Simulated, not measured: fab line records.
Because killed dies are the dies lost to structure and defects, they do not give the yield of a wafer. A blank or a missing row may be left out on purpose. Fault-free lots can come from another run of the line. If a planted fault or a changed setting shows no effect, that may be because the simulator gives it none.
fab line records -- flow berkeleyCmos170
record: lots: 5, wafers: 23
route steps=331 shown START@3 ZERO@13 NWELL@15 PWELL@39 ACTIVE@68 PFIELD@86 SCREENOX@101 PVT@116 GATE@130
startH: the number of hours between the record's first day and the start of the first shown wafer of the lot -- waitH: how many hours have passed since the lot's step before this one -- " unchanged from the row above -- L1.1+2: a row that stands for several wafers -- - either no value or no given start -- * or withheld: withheld -- < > ~ a bound
route shown NAME@n: a module of which the file shows steps, and the number in the route of the first -- usual: the fault-free wafers' mean and standard deviation -- same: alike in all rows -- chamber/n: place in a boat -- sites: per-site readings -- _std_site: their standard deviation -- _edge_site: mean of outer sites minus mean of inner sites -- radiusMm: for every site, how far away it sits from the centre of the wafer -- mask NAME#n: copy n -- behind: the last tool/chamber to shape the wafer -- hold: the reason the lot was held/the length of the hold in hours/how it ended -- device: the n, p or np transistor that did not switch -- end of line: the same wafers' tests at the end of the route -- a step given without rows: its recipe and nothing more -- killed: at the first sort, the dies lost to defects and structure; wafer yield is something else -- map: shows each die of a wafer: x if killed, . if not, _ if none is there
set.NAME: the setting the step ran with; set.NAME@STEP: the setting that earlier step ran with -- model.NAME: the simulator's own value behind a step, which no gauge read
lots with deliberately changed settings; one table per step, one row per wafer
== steps ==
step: UCB170_START_OXIDATION_02
recipe: tempC: 950, ambient: O2, targetThkA: 200, oxTimeS: 1800
lot.wafer,tool,chamber,startH,waitH,set.oxTimeS,model.SiO2_of_START_OXIDATION_02.thkNm
L074.1,-,-,-,1.4,1941,20.84
L074.2,-,-,-,1.4,1941,21.1
L074.3,-,-,-,1.4,1941,20.88
L074.4,-,-,-,1.4,1941,21.13
L074.6,-,-,-,1.4,1941,20.76
L076.2,furnace-01,0,22.70,2.6,1800,21.04
L076.3,furnace-01,0,22.70,2.6,1800,20.63
L076.5,furnace-01,0,22.70,2.6,1800,20.75
L078.1,-,-,-,3.3,1800,19.42
L078.3,-,-,-,3.3,1800,19.71
L078.4,-,-,-,3.3,1800,19.34
L078.5,-,-,-,3.3,1800,19.75
L078.6,-,-,-,3.3,1800,19.76
L079.1,-,-,-,3.7,2043,22
L079.2,-,-,-,3.7,2043,22.05
L079.3,-,-,-,3.7,2043,21.96
L079.5,-,-,-,3.7,2043,22.28
L079.6,-,-,-,3.7,2043,22.23
L080.1,-,-,-,3.5,1872,20.55
L080.3,-,-,-,3.5,1872,20.69
L080.4,-,-,-,3.5,1872,20.8
L080.5,-,-,-,3.5,1872,21
L080.6,-,-,-,3.5,1872,20.75
step: UCB170_ZERO_STRIP_07
recipe: chemistry: O2, powerW: 400, pressureMtorr: 3500, platenTempC: withheld, o2FlowSccm: 400, overashFraction: 0.5
usual: stripTimeToEndpointS: 21.45/0.064
lot.wafer,tool,chamber,startH,waitH,set.o2FlowSccm,stripTimeToEndpointS
L074.1,plasmaAsher-04,0,17.38,0.0,417.1,21.44
L074.2,plasmaAsher-04,1,17.38,0.0,400,21.55
L074.3,plasmaAsher-04,0,17.38,0.0,417.1,21.40
L074.4,plasmaAsher-04,1,17.38,0.0,417.1,21.41
L074.6,plasmaAsher-04,0,17.38,0.0,400,21.56
L076.2,plasmaAsher-02,1,28.44,0.0,400,21.43
L076.3,plasmaAsher-02,1,28.44,0.0,400,21.41
L076.5,plasmaAsher-02,1,28.44,0.0,400,21.45
L078.1,plasmaAsher-01,1,43.23,0.0,400,21.42
L078.3,plasmaAsher-01,1,43.23,0.0,433.8,21.21
L078.4,plasmaAsher-01,0,43.23,0.0,400,21.48
L078.5,plasmaAsher-01,0,43.23,0.0,433.8,21.18
L078.6,plasmaAsher-01,1,43.23,0.0,400,21.53
L079.1,plasmaAsher-04,1,44.02,0.0,343.3,21.85
L079.2,plasmaAsher-04,0,44.02,0.0,400,21.39
L079.3,plasmaAsher-04,0,44.02,0.0,343.3,21.86
L079.5,plasmaAsher-04,0,44.02,0.0,400,21.40
L079.6,plasmaAsher-04,1,44.02,0.0,400,21.38
L080.1,plasmaAsher-01,0,50.24,0.0,400,21.28
L080.3,plasmaAsher-01,0,50.24,0.0,400,21.34
L080.4,plasmaAsher-01,1,50.24,0.0,400,21.40
L080.5,plasmaAsher-01,0,50.24,0.0,400,21.41
L080.6,plasmaAsher-01,1,50.24,0.0,400,21.43
step: UCB170_NWELL_OXIDATION_01
recipe: tempC: 1000, ambient: O2, targetThkA: 264, oxTimeS: 1260
lot.wafer,tool,chamber,startH,waitH,set.tempC,model.SiO2_of_NWELL_OXIDATION_01.thkNm
L074.1,-,-,-,2.0,982.2,21.96
L074.2,-,-,-,2.0,982.2,21.21
L074.3,-,-,-,2.0,982.2,21.84
L074.4,-,-,-,2.0,982.2,21.48
L074.6,-,-,-,2.0,982.2,21.87
L076.2,furnace-04,0,31.21,2.6,1000,26.2
L076.3,furnace-04,0,31.21,2.6,1000,26.62
L076.5,furnace-04,0,31.21,2.6,1000,25.92
L078.1,-,-,-,2.9,1013,29.36
L078.3+5,-,-,-,2.9,1013,29.52
L078.4,-,-,-,2.9,1013,29.91
L078.6,-,-,-,2.9,1013,29.49
L079.1+3,-,-,-,2.1,988.8,23.41
L079.2,-,-,-,2.1,988.8,22.94
L079.5,-,-,-,2.1,988.8,23.24
L079.6,-,-,-,2.1,988.8,23.52
L080.1,-,-,-,2.7,982.4,21.99
L080.3,-,-,-,2.7,982.4,22.14
L080.4,-,-,-,2.7,982.4,21.88
L080.5,-,-,-,2.7,982.4,22.18
L080.6,-,-,-,2.7,982.4,21.96
step: UCB170_NWELL_THK_MEAS_02
recipe: reads: SiO2_of_NWELL_OXIDATION_01
usual: NWELL_OXIDE_THK: 26.3/0.43
lot.wafer,tool,chamber,startH,waitH,set.tempC@NWELL_OXIDATION_01,NWELL_OXIDE_THK[nm]
L074.1,filmMetro-03,-,-,-,982.2,22.0
L074.2,filmMetro-03,-,-,-,982.2,21.2
L074.3,filmMetro-03,-,-,-,982.2,21.9
L074.4,filmMetro-03,-,-,-,982.2,21.5
L074.6,filmMetro-03,-,-,-,982.2,21.9
L076.2,filmMetro-02,-,32.57,0.0,1000,26.2
L076.3,filmMetro-02,-,32.57,0.0,1000,26.6
L076.5,filmMetro-02,-,32.57,0.0,1000,26.0
L078.1,filmMetro-02,-,-,-,1013,29.4
L078.3,filmMetro-02,-,-,-,1013,29.5
L078.4,filmMetro-02,-,-,-,1013,29.9
L078.5,filmMetro-02,-,-,-,1013,29.5
L078.6,filmMetro-02,-,-,-,1013,29.5
L079.1,filmMetro-04,-,-,-,988.8,23.5
L079.2,filmMetro-04,-,-,-,988.8,23.0
L079.3,filmMetro-04,-,-,-,988.8,23.4
L079.5,filmMetro-04,-,-,-,988.8,23.2
L079.6,filmMetro-04,-,-,-,988.8,23.6
L080.1,filmMetro-04,-,-,-,982.4,22.0
L080.3,filmMetro-04,-,-,-,982.4,22.1
L080.4,filmMetro-04,-,-,-,982.4,21.9
L080.5,filmMetro-04,-,-,-,982.4,22.2
L080.6,filmMetro-04,-,-,-,982.4,22.0
step: UCB170_PWELL_CVD_05
recipe: material: Si3N4, targetThkNm: 220, tempC: 800, precursor: SiH2Cl2/NH3, timeS: 3300, pressureMtorr: 200, sih2cl2FlowSccm: 25, nh3FlowSccm: 75
lot.wafer,tool,chamber,startH,waitH,set.pressureMtorr,model.Si3N4_of_PWELL_CVD_05.thkNm
L074.1,-,-,-,0.0,213.8,225.2
L074.2,-,-,-,0.0,213.8,223.9
L074.3,-,-,-,0.0,213.8,225.3
L074.4,-,-,-,0.0,213.8,225.9
L074.6,-,-,-,0.0,213.8,224.4
L076.2,lpcvd-02,1,57.10,0.0,200,218.7
L076.3,lpcvd-02,1,57.10,0.0,200,217.5
L076.5,lpcvd-02,1,57.10,0.0,200,218.5
L078.1,-,-,-,0.0,200,218.9
L078.3,-,-,-,0.0,200,220.5
L078.4,-,-,-,0.0,200,221.2
L078.5,-,-,-,0.0,200,218
L078.6,-,-,-,0.0,200,220.3
L079.1,-,-,-,0.0,190.6,214.1
L079.2,-,-,-,0.0,190.6,214.6
L079.3,-,-,-,0.0,190.6,217.1
L079.5,-,-,-,0.0,190.6,216.6
L079.6,-,-,-,0.0,190.6,216.5
L080.1,-,-,-,0.0,208.3,221.7
L080.3,-,-,-,0.0,208.3,221.4
L080.4,-,-,-,0.0,208.3,222.7
L080.5,-,-,-,0.0,208.3,221.6
L080.6,-,-,-,0.0,208.3,221.2
step: UCB170_PWELL_ETCH_14
recipe: chemistry: CH3F/Ar/O2, target: Si3N4, stopOn: SiO2, CH3F_flow_sccm: 20, Ar_flow_sccm: 50, O2_flow_sccm: 7, pressureMtorr: 50, rfW: 450, targetDepthA: 2420, overEtchFrac: 0.1, timeS: 151
lot.wafer,tool,chamber,startH,waitH,set.timeS,model.KrF_of_PWELL_COAT_08.thkNm
L074.1,rieDiel-03,3,44.48,0.0,165.9,708.3
L074.2,rieDiel-03,0,44.48,0.0,165.9,711.1
L074.3,rieDiel-03,1,44.48,0.0,151,717.4
L074.4,rieDiel-03,2,44.48,0.0,151,723.3
L074.6,rieDiel-03,3,44.48,0.0,151,723
L076.2,rieDiel-01,2,60.18,0.0,151,726.4
L076.3,rieDiel-01,3,60.18,0.0,151,722.1
L076.5,rieDiel-01,0,60.18,0.0,151,720.4
L079.1,rieDiel-04,3,71.03,0.0,151,724.2
L079.2,rieDiel-04,1,71.03,0.0,151,723.6
L079.3,rieDiel-04,0,71.03,0.0,151,722.5
L079.5,rieDiel-04,3,71.03,0.0,151,725
L079.6,rieDiel-04,0,71.03,0.0,151,720.4
L078.1,rieDiel-01,3,71.27,0.0,133.8,742.9
L078.3,rieDiel-01,1,71.27,0.0,151,723.7
L078.4,rieDiel-01,0,71.27,0.0,133.8,739.1
L078.5,rieDiel-01,1,71.27,0.0,151,723
L078.6,rieDiel-01,0,71.27,0.0,151,721.6
L080.1,rieDiel-04,2,79.57,0.0,161.4,714.3
L080.3,rieDiel-04,3,79.57,0.0,151,723
L080.4,rieDiel-04,0,79.57,0.0,151,718.9
L080.5,rieDiel-04,1,79.57,0.0,161.4,715.5
L080.6,rieDiel-04,0,79.57,0.0,161.4,708.3
step: UCB170_PWELL_IMPLANT_15
recipe: species: B, doseCm2: 5e+12, energyKev: 60, tiltDeg: 7
step: UCB170_PWELL_STRIP_16
recipe: chemistry: O2, powerW: 400, pressureMtorr: 3500, platenTempC: withheld, o2FlowSccm: 400, overashFraction: 0.5
usual: stripTimeToEndpointS: 18.12/0.1
lot.wafer,tool,chamber,startH,waitH,set.timeS@PWELL_ETCH_14,stripTimeToEndpointS
L074.1,plasmaAsher-02,1,44.73,0.1,165.9,17.70
L074.2,plasmaAsher-02,0,44.73,0.1,165.9,17.76
L074.3,plasmaAsher-02,1,44.73,0.1,151,17.92
L074.4,plasmaAsher-02,0,44.73,0.1,151,18.06
L074.6,plasmaAsher-02,0,44.73,0.1,151,18.05
L076.2,plasmaAsher-03,0,60.43,0.1,151,18.13
L076.3,plasmaAsher-03,0,60.43,0.1,151,18.02
L076.5,plasmaAsher-03,0,60.43,0.1,151,17.98
L079.1,plasmaAsher-04,0,71.28,0.1,151,18.08
L079.2,plasmaAsher-04,1,71.28,0.1,151,18.07
L079.3,plasmaAsher-04,1,71.28,0.1,151,18.04
L079.5,plasmaAsher-04,0,71.28,0.1,151,18.10
L079.6,plasmaAsher-04,1,71.28,0.1,151,17.98
L078.1,plasmaAsher-03,0,71.52,0.1,133.8,18.52
L078.3,plasmaAsher-03,0,71.52,0.1,151,18.07
L078.4,plasmaAsher-03,1,71.52,0.1,133.8,18.45
L078.5,plasmaAsher-03,0,71.52,0.1,151,18.05
L078.6,plasmaAsher-03,1,71.52,0.1,151,18.03
L080.1,plasmaAsher-02,1,79.82,0.1,161.4,17.84
L080.3,plasmaAsher-02,0,79.82,0.1,151,18.06
L080.4,plasmaAsher-02,1,79.82,0.1,151,17.97
L080.5,plasmaAsher-02,0,79.82,0.1,161.4,17.88
L080.6,plasmaAsher-02,1,79.82,0.1,161.4,17.72
step: UCB170_ACTIVE_COAT_08
recipe: resist: KrF, spinRpm: 1500, resistThkNm: 900
lot.wafer,tool,chamber,startH,waitH,set.resistThkNm,model.KrF_of_ACTIVE_COAT_08.thkNm
L074.1,lithoTrack-04,0,72.30,0.1,946.9,947
L074.2,lithoTrack-04,0,72.30,0.1,900,903.3
L074.3,lithoTrack-04,0,72.30,0.1,900,903.8
L074.4,lithoTrack-04,0,72.30,0.1,946.9,945.9
L074.6,lithoTrack-04,0,72.30,0.1,946.9,945.6
L076.2,lithoTrack-03,0,91.72,0.1,900,905
L076.3,lithoTrack-03,0,91.72,0.1,900,904.6
L076.5,lithoTrack-03,0,91.72,0.1,900,904.8
L079.1,lithoTrack-02,0,103.55,0.1,879.9,875.3
L079.2,lithoTrack-02,0,103.55,0.1,879.9,876.9
L079.3,lithoTrack-02,0,103.55,0.1,900,896.8
L079.5,lithoTrack-02,0,103.55,0.1,900,898.1
L079.6,lithoTrack-02,0,103.55,0.1,900,897.4
L078.1,lithoTrack-04,0,103.55,0.1,851.8,855.8
L078.3,lithoTrack-04,0,103.55,0.1,900,902.6
L078.4,lithoTrack-04,0,103.55,0.1,900,901.6
L078.5,lithoTrack-04,0,103.55,0.1,900,904.8
L078.6,lithoTrack-04,0,103.55,0.1,851.8,855.1
L080.1,lithoTrack-03,0,109.73,0.1,900,901.2
L080.3+6,lithoTrack-03,0,109.73,0.1,900,897.8
L080.4,lithoTrack-03,0,109.73,0.1,900,897.7
L080.5,lithoTrack-03,0,109.73,0.1,900,900.9
step: UCB170_ACTIVE_ETCH_15
recipe: chemistry: CH3F/Ar/O2, target: Si3N4, stopOn: SiO2, CH3F_flow_sccm: 20, Ar_flow_sccm: 50, O2_flow_sccm: 7, pressureMtorr: 50, rfW: 450, targetDepthA: 2420, overEtchFrac: 0.1, timeS: 151
lot.wafer,tool,chamber,startH,waitH,set.rfW,set.resistThkNm@ACTIVE_COAT_08,model.KrF_of_ACTIVE_COAT_08.thkNm
L074.1,rieDiel-03,1,73.76,0.0,487.2,946.9,758.8
L074.2,rieDiel-03,3,73.76,0.0,450,900,729.2
L074.3,rieDiel-03,0,73.76,0.0,487.2,900,726.2
L074.4,rieDiel-03,2,73.76,0.0,450,946.9,774.3
L074.6,rieDiel-03,2,73.76,0.0,450,946.9,774.1
L076.2,rieDiel-03,2,92.54,0.0,450,900,731.4
L076.3,rieDiel-03,3,92.54,0.0,450,900,729.9
L076.5,rieDiel-03,1,92.54,0.0,450,900,720.9
L079.1,rieDiel-02,1,104.59,0.0,450,879.9,696.7
L079.2,rieDiel-02,0,104.59,0.0,450,879.9,698.3
L079.3,rieDiel-02,2,104.59,0.0,450,900,722.4
L079.5,rieDiel-02,1,104.59,0.0,450,900,720.4
L079.6,rieDiel-02,2,104.59,0.0,450,900,721.8
L078.1,rieDiel-03,1,104.73,0.0,450,851.8,673.7
L078.3,rieDiel-03,0,104.73,0.0,450,900,731.9
L078.4,rieDiel-03,2,104.73,0.0,450,900,729.9
L078.5,rieDiel-03,2,104.73,0.0,488.5,900,725.1
L078.6,rieDiel-03,1,104.73,0.0,488.5,851.8,666.1
L080.1,rieDiel-01,3,110.58,0.0,485.1,900,720.2
L080.3,rieDiel-01,2,110.58,0.0,450,900,727.7
L080.4,rieDiel-01,1,110.58,0.0,485.1,900,714.3
L080.5,rieDiel-01,3,110.58,0.0,450,900,726.9
L080.6,rieDiel-01,2,110.58,0.0,450,900,727.1
step: UCB170_ACTIVE_STRIP_16
recipe: chemistry: O2, powerW: 400, pressureMtorr: 3500, platenTempC: withheld, o2FlowSccm: 400, overashFraction: 0.5
usual: stripTimeToEndpointS: 18.11/0.11
lot.wafer,tool,chamber,startH,waitH,set.resistThkNm@ACTIVE_COAT_08,stripTimeToEndpointS
L074.1,plasmaAsher-01,0,73.86,0.1,946.9,18.90
L074.2,plasmaAsher-01,1,73.86,0.1,900,18.20
L074.3,plasmaAsher-01,0,73.86,0.1,900,18.14
L074.4,plasmaAsher-01,1,73.86,0.1,946.9,19.30
L074.6,plasmaAsher-01,0,73.86,0.1,946.9,19.27
L076.2,plasmaAsher-01,0,92.64,0.1,900,18.25
L076.3,plasmaAsher-01,0,92.64,0.1,900,18.22
L076.5,plasmaAsher-01,0,92.64,0.1,900,18.01
L079.1,plasmaAsher-01,1,104.69,0.1,879.9,17.41
L079.2,plasmaAsher-01,0,104.69,0.1,879.9,17.47
L079.3,plasmaAsher-01,0,104.69,0.1,900,18.03
L079.5,plasmaAsher-01,1,104.69,0.1,900,17.98
L079.6,plasmaAsher-01,0,104.69,0.1,900,18.02
L078.1,plasmaAsher-02,1,104.83,0.1,851.8,16.87
L078.3,plasmaAsher-02,1,104.83,0.1,900,18.27
L078.4,plasmaAsher-02,0,104.83,0.1,900,18.21
L078.5,plasmaAsher-02,1,104.83,0.1,900,18.09
L078.6,plasmaAsher-02,0,104.83,0.1,851.8,16.69
L080.1,plasmaAsher-02,1,110.68,0.1,900,17.98
L080.3,plasmaAsher-02,1,110.68,0.1,900,18.16
L080.4,plasmaAsher-02,0,110.68,0.1,900,17.83
L080.5,plasmaAsher-02,0,110.68,0.1,900,18.15
L080.6,plasmaAsher-02,1,110.68,0.1,900,18.14
step: UCB170_PFIELD_IMPLANT_07
recipe: species: B, doseCm2: 2e+13, energyKev: 80, tiltDeg: 7
lot.wafer,tool,chamber,startH,waitH,set.energyKev,model.implant.rpNm,model.implant.drpNm
L074.1+2+3+4+6,implanter-01,0,75.77,0.0,80,256.6,74.86
L076.2+3+5,implanter-02,0,95.96,0.0,80,268.3,74.86
L079.1+3+6,implanter-01,0,106.37,0.0,83.24,270.1,76.26
L079.2+5,implanter-01,0,106.37,0.0,80,261.4,74.86
L078.1+4+6,implanter-02,0,106.49,0.0,75.96,251.4,72.99
L078.3+5,implanter-02,0,106.49,0.0,80,261.9,74.86
L080.1+4+5,implanter-02,0,112.83,0.0,77.44,256.3,73.69
L080.3+6,implanter-02,0,112.83,0.0,80,263,74.86
step: UCB170_SCREENOX_OXIDATION_01
recipe: tempC: 900, ambient: O2, targetThkA: 144, oxTimeS: 2400
lot.wafer,tool,chamber,startH,waitH,set.oxTimeS,model.SiO2_of_SCREENOX_OXIDATION_01.thkNm
L074.1,-,-,-,0.0,2195,13.82
L074.2,-,-,-,0.0,2195,14.26
L074.3,-,-,-,0.0,2195,14.09
L074.4,-,-,-,0.0,2195,13.96
L074.6,-,-,-,0.0,2195,13.89
L076.2,furnace-01,0,112.05,0.9,2400,14.5
L076.3+5,furnace-01,0,112.05,0.9,2400,14.39
L078.1,-,-,-,2.0,2111,13.34
L078.3,-,-,-,2.0,2111,13.09
L078.4,-,-,-,2.0,2111,13.11
L078.5,-,-,-,2.0,2111,13.17
L078.6,-,-,-,2.0,2111,13.16
L079.1+3,-,-,-,2.0,2573,15.39
L079.2,-,-,-,2.0,2573,15.47
L079.5,-,-,-,2.0,2573,15.17
L079.6,-,-,-,2.0,2573,15.28
L080.1,-,-,-,2.9,2400,14.04
L080.3,-,-,-,2.9,2400,13.94
L080.4,-,-,-,2.9,2400,14.2
L080.5,-,-,-,2.9,2400,13.93
L080.6,-,-,-,2.9,2400,14.15
step: UCB170_PVT_COAT_01
recipe: resist: KrF, spinRpm: 1500, resistThkNm: 900
lot.wafer,tool,chamber,startH,waitH,set.resistThkNm,model.KrF_of_PVT_COAT_01.thkNm
L074.1,lithoTrack-03,0,103.10,0.1,900,896.3
L074.2,lithoTrack-03,0,103.10,0.1,900,895.6
L074.3,lithoTrack-03,0,103.10,0.1,900,895.1
L074.4,lithoTrack-03,0,103.10,0.1,900,898.1
L074.6,lithoTrack-03,0,103.10,0.1,900,895.8
L076.2,lithoTrack-03,0,120.46,0.1,900,899.8
L076.3,lithoTrack-03,0,120.46,0.1,900,901.9
L076.5,lithoTrack-03,0,120.46,0.1,900,906.7
L078.1,lithoTrack-04,0,132.40,0.1,900,901.3
L078.3,lithoTrack-04,0,132.40,0.1,900,906.5
L078.4,lithoTrack-04,0,132.40,0.1,900,902.4
L078.5+6,lithoTrack-04,0,132.40,0.1,900,902.9
L079.1,lithoTrack-03,0,133.11,0.1,900,904.3
L079.2,lithoTrack-03,0,133.11,0.1,900,904.2
L079.3,lithoTrack-03,0,133.11,0.1,883.4,887
L079.5,lithoTrack-03,0,133.11,0.1,900,902.9
L079.6,lithoTrack-03,0,133.11,0.1,883.4,885.2
L080.1,lithoTrack-04,0,140.87,0.1,949.5,953.4
L080.3,lithoTrack-04,0,140.87,0.1,949.5,956.7
L080.4,lithoTrack-04,0,140.87,0.1,900,905.8
L080.5,lithoTrack-04,0,140.87,0.1,900,902
L080.6,lithoTrack-04,0,140.87,0.1,900,903.2
step: UCB170_PVT_SOFTBAKE_02
recipe: resist: KrF, tempC: 130, timeS: 60
step: UCB170_PVT_EXPOSE_03
recipe: maskId: NWELL, targetCdNm: 3000, na: 0.5, sigmaOuter: 0.6, sourceShape: conventional, doseMj: 30
step: UCB170_PVT_IMPLANT_07
recipe: species: P, doseCm2: 2e+12, energyKev: 30, tiltDeg: 7
step: UCB170_PVT_STRIP_08
recipe: chemistry: O2, powerW: 400, pressureMtorr: 3500, platenTempC: withheld, o2FlowSccm: 400, overashFraction: 0.5
usual: stripTimeToEndpointS: 21.65/0.07
lot.wafer,tool,chamber,startH,waitH,set.resistThkNm@PVT_COAT_01,stripTimeToEndpointS
L074.1,plasmaAsher-02,1,104.10,0.1,900,21.54
L074.2,plasmaAsher-02,0,104.10,0.1,900,21.52
L074.3,plasmaAsher-02,1,104.10,0.1,900,21.52
L074.4,plasmaAsher-02,0,104.10,0.1,900,21.59
L074.6,plasmaAsher-02,0,104.10,0.1,900,21.53
L076.2,plasmaAsher-04,0,121.96,0.1,900,21.62
L076.3,plasmaAsher-04,0,121.96,0.1,900,21.67
L076.5,plasmaAsher-04,1,121.96,0.1,900,21.80
L078.1,plasmaAsher-04,1,133.44,0.1,900,21.66
L078.3,plasmaAsher-04,0,133.44,0.1,900,21.77
L078.4,plasmaAsher-04,1,133.44,0.1,900,21.67
L078.5,plasmaAsher-04,0,133.44,0.1,900,21.69
L078.6,plasmaAsher-04,1,133.44,0.1,900,21.69
L079.1,plasmaAsher-02,1,134.32,0.1,900,21.72
L079.2,plasmaAsher-02,0,134.32,0.1,900,21.73
L079.3,plasmaAsher-02,0,134.32,0.1,883.4,21.33
L079.5,plasmaAsher-02,1,134.32,0.1,900,21.71
L079.6,plasmaAsher-02,0,134.32,0.1,883.4,21.27
L080.1,plasmaAsher-04,1,142.12,0.1,949.5,22.91
L080.3,plasmaAsher-04,0,142.12,0.1,949.5,23.00
L080.4,plasmaAsher-04,1,142.12,0.1,900,21.77
L080.5,plasmaAsher-04,1,142.12,0.1,900,21.67
L080.6,plasmaAsher-04,0,142.12,0.1,900,21.71
step: UCB170_GATE_CVD_04
recipe: material: poly-Si, tempC: 610, precursor: SiH4, timeS: 1440, pressureMtorr: 375, targetThkNm: 214, sih4FlowSccm: 120
lot.wafer,tool,chamber,startH,waitH,set.tempC,model.poly-Si_of_GATE_CVD_04.thkNm
L074.1,-,-,-,0.4,599.8,169.2
L074.2,-,-,-,0.4,599.8,170
L074.3,-,-,-,0.4,599.8,168.9
L074.4,-,-,-,0.4,599.8,169.5
L074.6,-,-,-,0.4,599.8,168.4
L076.2,lpcvd-01,0,127.91,0.0,610,211.7
L076.3,lpcvd-01,0,127.91,0.0,610,213
L076.5,lpcvd-01,0,127.91,0.0,610,214.6
L078.1,-,-,-,0.1,602.9,179.6
L078.3,-,-,-,0.1,602.9,181.1
L078.4,-,-,-,0.1,602.9,179.3
L078.5,-,-,-,0.1,602.9,177.7
L078.6,-,-,-,0.1,602.9,179.8
L079.1,-,-,-,0.1,625.1,303.5
L079.2,-,-,-,0.1,625.1,306.9
L079.3,-,-,-,0.1,625.1,307.1
L079.5,-,-,-,0.1,625.1,304.9
L079.6,-,-,-,0.1,625.1,306.1
L080.1,-,-,-,0.3,596.8,155.3
L080.3,-,-,-,0.3,596.8,157.1
L080.4,-,-,-,0.3,596.8,153.9
L080.5,-,-,-,0.3,596.8,154.8
L080.6,-,-,-,0.3,596.8,155.7
step: UCB170_GATE_THK_MEAS_05
recipe: reads: poly-Si_of_GATE_CVD_04
usual: GATE_POLY_THK: 214.2/1.9
lot.wafer,tool,chamber,startH,waitH,set.tempC@GATE_CVD_04,GATE_POLY_THK[nm]
L074.1,filmMetro-01,-,-,-,599.8,169.2
L074.2,filmMetro-01,-,-,-,599.8,170.0
L074.3,filmMetro-01,-,-,-,599.8,168.8
L074.4,filmMetro-01,-,-,-,599.8,169.5
L074.6,filmMetro-01,-,-,-,599.8,168.5
L076.2,filmMetro-01,-,129.32,0.0,610,211.6
L076.3,filmMetro-01,-,129.32,0.0,610,213.0
L076.5,filmMetro-01,-,129.32,0.0,610,214.5
L078.1,filmMetro-04,-,-,-,602.9,179.7
L078.3,filmMetro-04,-,-,-,602.9,180.9
L078.4,filmMetro-04,-,-,-,602.9,179.4
L078.5,filmMetro-04,-,-,-,602.9,177.9
L078.6,filmMetro-04,-,-,-,602.9,179.7
L079.1,filmMetro-01,-,-,-,625.1,303.4
L079.2,filmMetro-01,-,-,-,625.1,306.8
L079.3,filmMetro-01,-,-,-,625.1,307.1
L079.5,filmMetro-01,-,-,-,625.1,304.9
L079.6,filmMetro-01,-,-,-,625.1,306.5
L080.1,filmMetro-03,-,-,-,596.8,155.2
L080.3,filmMetro-03,-,-,-,596.8,157.0
L080.4,filmMetro-03,-,-,-,596.8,153.9
L080.5,filmMetro-03,-,-,-,596.8,154.8
L080.6,filmMetro-03,-,-,-,596.8,155.6
== key ==
split: step: UCB170_START_OXIDATION_02, setting: oxTimeS, stated: 1800, by: lot
response: step: UCB170_START_OXIDATION_02, reading: model.SiO2_of_START_OXIDATION_02.thkNm, change: +0.145, per: 1%, r: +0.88
split: step: UCB170_ZERO_STRIP_07, setting: o2FlowSccm, stated: 400, by: wafer
response: step: UCB170_ZERO_STRIP_07, reading: stripTimeToEndpointS, change: *, per: 1%, r: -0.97
split: step: UCB170_NWELL_OXIDATION_01, setting: tempC, stated: 1000, by: lot
response: step: UCB170_NWELL_OXIDATION_01, reading: model.SiO2_of_NWELL_OXIDATION_01.thkNm, change: +2.52, per: 1%, r: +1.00
response: step: UCB170_NWELL_THK_MEAS_02, reading: NWELL_OXIDE_THK, change: +2.52, per: 1%, r: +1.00
split: step: UCB170_PWELL_CVD_05, setting: pressureMtorr, stated: 200, by: lot
response: step: UCB170_PWELL_CVD_05, reading: model.Si3N4_of_PWELL_CVD_05.thkNm, change: +0.76, per: 1%, r: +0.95
split: step: UCB170_PWELL_ETCH_14, setting: timeS, stated: 151, by: wafer
response: step: UCB170_PWELL_ETCH_14, reading: model.KrF_of_PWELL_COAT_08.thkNm, change: -1.38, per: 1%, r: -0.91
response: step: UCB170_PWELL_STRIP_16, reading: stripTimeToEndpointS, change: *, per: 1%, r: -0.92
split: step: UCB170_ACTIVE_COAT_08, setting: resistThkNm, stated: 900, by: wafer
response: step: UCB170_ACTIVE_COAT_08, reading: model.KrF_of_ACTIVE_COAT_08.thkNm, change: +8.62, per: 1%, r: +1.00
response: step: UCB170_ACTIVE_ETCH_15, reading: model.KrF_of_ACTIVE_COAT_08.thkNm, change: +9.62, per: 1%, r: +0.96
response: step: UCB170_ACTIVE_STRIP_16, reading: stripTimeToEndpointS, change: *, per: 1%, r: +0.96
split: step: UCB170_ACTIVE_ETCH_15, setting: rfW, stated: 450, by: wafer
response none clear
split: step: UCB170_PFIELD_IMPLANT_07, setting: energyKev, stated: 80, by: wafer
response: step: UCB170_PFIELD_IMPLANT_07, reading: model.implant.rpNm, change: +2.11, per: 1%, r: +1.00
response: step: UCB170_PFIELD_IMPLANT_07, reading: model.implant.drpNm, change: +0.362, per: 1%, r: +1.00
split: step: UCB170_SCREENOX_OXIDATION_01, setting: oxTimeS, stated: 2400, by: lot
response: step: UCB170_SCREENOX_OXIDATION_01, reading: model.SiO2_of_SCREENOX_OXIDATION_01.thkNm, change: +0.0952, per: 1%, r: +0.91
split: step: UCB170_PVT_COAT_01, setting: resistThkNm, stated: 900, by: wafer
response: step: UCB170_PVT_COAT_01, reading: model.KrF_of_PVT_COAT_01.thkNm, change: +9.37, per: 1%, r: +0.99
response: step: UCB170_PVT_STRIP_08, reading: stripTimeToEndpointS, change: *, per: 1%, r: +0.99
split: step: UCB170_GATE_CVD_04, setting: tempC, stated: 610, by: lot
response: step: UCB170_GATE_CVD_04, reading: model.poly-Si_of_GATE_CVD_04.thkNm, change: +32.7, per: 1%, r: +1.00
response: step: UCB170_GATE_THK_MEAS_05, reading: GATE_POLY_THK, change: +32.7, per: 1%, r: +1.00
